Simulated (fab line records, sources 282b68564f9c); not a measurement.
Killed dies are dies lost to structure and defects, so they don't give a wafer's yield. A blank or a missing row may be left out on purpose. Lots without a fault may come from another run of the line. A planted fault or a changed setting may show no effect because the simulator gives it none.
Tool commonality check | flow rit_cmos | 14 lots, 42 wafers sampled

WHY IT WAS OPENED
At RIT_WELLDRIVE_RS_MEAS_01 the reading NWELL_RS is flagged on 2 of 14 lots. Wafers without a fault read 275.4 ohm/sq, standard deviation 0.97.
Rule: a lot is flagged when every wafer of it that has a number lies more than 4 standard deviations from that mean, or none has a number. The other lots count as sound.

lot  | measured    | on            | NWELL_RS (ohm/sq), wafer by wafer | flag
L421 | day 2 11:55 | film_metro-01 | 275.3 275.8 276.1                 |
L422 | day 2 17:15 | film_metro-03 | 274.6 275.0 275.1                 |
L423 | day 2 17:24 | film_metro-01 | 274.8 274.7 274.9                 |
L424 | day 2 23:12 | film_metro-02 | 276.6 276.3 276.6                 |
L425 | day 3 01:26 | film_metro-01 | 273.9 274.3 274.6                 |
L426 | day 3 06:35 | film_metro-03 | 275.1 276.6 276.2                 |
L427 | day 3 12:44 | film_metro-02 | 275.8 275.2 276.2                 |
L429 | day 3 20:48 | film_metro-03 | 275.6 275.0 275.5                 |
L430 | day 4 05:29 | film_metro-01 | 277.2 277.8 276.8                 |
L431 | day 4 10:35 | film_metro-01 | 273.1 273.6 273.4                 |
L432 | day 4 17:00 | film_metro-01 | 276.5 275.6 275.3                 |
L433 | day 4 21:18 | film_metro-03 | 275.4 275.0 274.7                 |
L440 | day 6 05:44 | film_metro-03 | 258.6 259.1 259.2                 | FLAGGED
L441 | day 6 09:10 | film_metro-03 | 259.2 258.6 258.8                 | FLAGGED
The numbers of the flagged lots are 258.9 ohm/sq on average: -16.5 ohm/sq against the usual, or -17 standard deviations.

WHICH TOOL RAN EACH LOT
The record holds 1 process step before the reading, out of a route of 202 steps. In each cell: the tool, then ch and the chambers that the sampled wafers went through, then the start.
lot  | flag    | RIT_NWELL_IMPLANT_08
L421 |         | implanter-01 ch 0, day 2 03:24
L422 |         | implanter-02 ch 0, day 2 09:45
L423 |         | implanter-01 ch 0, day 2 10:01
L424 |         | implanter-03 ch 0, day 2 14:41
L425 |         | implanter-02 ch 0, day 2 18:13
L426 |         | implanter-03 ch 0, day 2 23:26
L427 |         | implanter-02 ch 0, day 3 04:12
L429 |         | implanter-01 ch 0, day 3 13:28
L430 |         | implanter-03 ch 0, day 3 22:07
L431 |         | implanter-02 ch 0, day 4 01:17
L432 |         | implanter-02 ch 0, day 4 09:30
L433 |         | implanter-03 ch 0, day 4 14:10
L440 | FLAGGED | implanter-02 ch 0, day 5 22:30
L441 | FLAGGED | implanter-02 ch 0, day 6 01:25
What these steps do:
- RIT_NWELL_IMPLANT_08
- RIT_WELLDRIVE_RS_MEAS_01: measures by four-point-probe.

FLAGGED OVER TOTAL, TOOL BY TOOL (the gauges that took the reading come last)
step                     | tool          | lots run | flagged | share of the flagged lots | sound lots run after its first flagged lot
RIT_NWELL_IMPLANT_08     | implanter-01  | 3        | 0       | none                      | -
RIT_NWELL_IMPLANT_08     | implanter-02  | 7        | 2       | all                       | 0
RIT_NWELL_IMPLANT_08     | implanter-03  | 4        | 0       | none                      | -
RIT_WELLDRIVE_RS_MEAS_01 | film_metro-01 | 6        | 0       | none                      | -
RIT_WELLDRIVE_RS_MEAS_01 | film_metro-02 | 2        | 0       | none                      | -
RIT_WELLDRIVE_RS_MEAS_01 | film_metro-03 | 6        | 2       | all                       | 0

WHAT THE TABLE ALLOWS
2 rows of the table ran every flagged lot: implanter-02 at RIT_NWELL_IMPLANT_08, film_metro-03 at RIT_WELLDRIVE_RS_MEAS_01.
- implanter-02 at RIT_NWELL_IMPLANT_08: 2 of its 7 lots flagged. Its last sound lot is L432 (day 4 09:30), its first flagged lot L440 (day 5 22:30): a fault that began between those two fits. Its own readings lie more than 4 standard deviations out on every wafer of the flagged lots: end_station_pressure_torr.
- film_metro-03 at RIT_WELLDRIVE_RS_MEAS_01: 2 of its 6 lots flagged. Its last sound lot is L433 (day 4 21:18), its first flagged lot L440 (day 6 05:44): a fault that began between those two fits.
Counting lots can't tell these 2 tools apart, because each fits a fault that began at some hour. More lots, or a look at what each step does to the wafer, might.

WHAT THE SIMULATOR HAD PUT IN
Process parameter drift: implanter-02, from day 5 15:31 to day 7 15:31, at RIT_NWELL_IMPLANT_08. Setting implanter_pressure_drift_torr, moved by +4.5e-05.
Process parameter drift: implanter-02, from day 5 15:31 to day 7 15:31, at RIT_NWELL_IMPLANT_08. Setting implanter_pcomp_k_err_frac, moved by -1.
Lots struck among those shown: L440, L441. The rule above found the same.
